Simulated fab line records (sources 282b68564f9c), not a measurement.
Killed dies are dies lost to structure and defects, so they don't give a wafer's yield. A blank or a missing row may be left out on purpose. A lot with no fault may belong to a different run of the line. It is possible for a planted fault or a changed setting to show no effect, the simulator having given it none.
A struck lot beside a sound one + flow rit cmos + 15 out of 202 route steps
Sound: wafers L330.1, L330.2, L330.6. The struck wafers were L334.3, L334.5, L334.6. Last of all comes the cause.
At each step with rows: each side's tool, then ch and its chambers, then its first start. Under that, the readings that differ: sound wafers + struck wafers + difference of the means + sigmas: that difference in standard deviations of wafers without a fault.
alike: same words and numbers on both sides, and readings whose means sit less than 2 such deviations apart. not compared: any withheld reading, any reading some wafer has no value for, any bound like >300 that may hide the same value, and any number with overlapping values for which the record gives no deviation.
Wherever a step has rows on one side only, a row that says differs or no value, or a row with sigmas, the two part there. Numbers that don't overlap but have no deviation are shown without sigmas and don't part them. Lack of a reading on every wafer of one side parts them only where that side has two or more wafers.

first, 5 steps without rows for these wafers: RIT_NWELL_COAT_01 (resist thk 1300 nm); RIT_NWELL_SOFTBAKE_02 (time 60 s); RIT_NWELL_EXPOSE_03 (exposes mask M2, target cd 43900 nm); RIT_NWELL_PEB_04; RIT_NWELL_DEVELOP_05 (develop time 68 s).
RIT_NWELL_OVL_MEAS_06:
  sound on overlay-01, day 5 16:49; struck on overlay-02, day 6 10:58
| reading        | sound          | struck      | difference | sigmas |
|----------------|----------------|-------------|------------|--------|
| NWELL_OVL (nm) | -1.2 -1.4 -2.0 | 2.5 2.7 2.2 | +4.0       | +3     |
then, 2 steps without rows for these wafers: RIT_NWELL_HARDBAKE_07 (time 120 s); RIT_NWELL_IMPLANT_08.
RIT_NWELL_STRIP_09: strips in O2, time 180 s.
  sound on plasma asher-03 ch 0,1, day 5 17:14; struck on plasma asher-04 ch 0,1, day 6 11:27
  alike: drypump motor current A
  not compared: rf hours counter h
RIT_NWELL_TW_MEAS_10:
  sound on film metro-04, day 5 17:25; struck on film metro-01, day 6 11:35
| reading  | sound          | struck         | difference | sigmas |
|----------|----------------|----------------|------------|--------|
| NWELL_TW | 2162 2157 2155 | 2136 2124 2129 | -28        | -2     |
then, 2 steps without rows for these wafers: RIT_PWELL_HMDS_00 (prime time 60 s); RIT_PWELL_COAT_01 (resist thk 1300 nm).
RIT_PWELL_SOFTBAKE_02: time 60 s.
  sound on litho track-03 ch 0, day 5 17:47; struck on litho track-04 ch 0, day 6 11:58
| reading                  | sound             | struck            | difference                    | sigmas |
|--------------------------|-------------------|-------------------|-------------------------------|--------|
| heater power total W (W) | 34.62 34.61 34.56 | 36.31 36.14 36.17 | +1.61                         | +34    |
| plate temp C (C)         | 90.00 90.03 89.95 | - - -             | no value on the struck wafers |        |
| run length s (s)         | 89.03 88.84 88.81 | 80.28 80.37 80.14 | -8.63                         | -38    |
then, 1 step without rows for these wafers: RIT_PWELL_EXPOSE_03 (exposes mask M3, target cd 43700 nm).
RIT_M1_PROBE_99:
  sound on prober-01, day 7 04:23; struck on prober-01, day 7 23:13
  alike: killed at contacts, killed at front end, killed dies, killed open, killed short

WHERE THEY PART
First at RIT_NWELL_OVL_MEAS_06; last, within this record, at RIT_PWELL_SOFTBAKE_02. Later steps at which nothing parts them and some readings are alike: RIT_M1_PROBE_99.

WHY: what had been put in by the simulator
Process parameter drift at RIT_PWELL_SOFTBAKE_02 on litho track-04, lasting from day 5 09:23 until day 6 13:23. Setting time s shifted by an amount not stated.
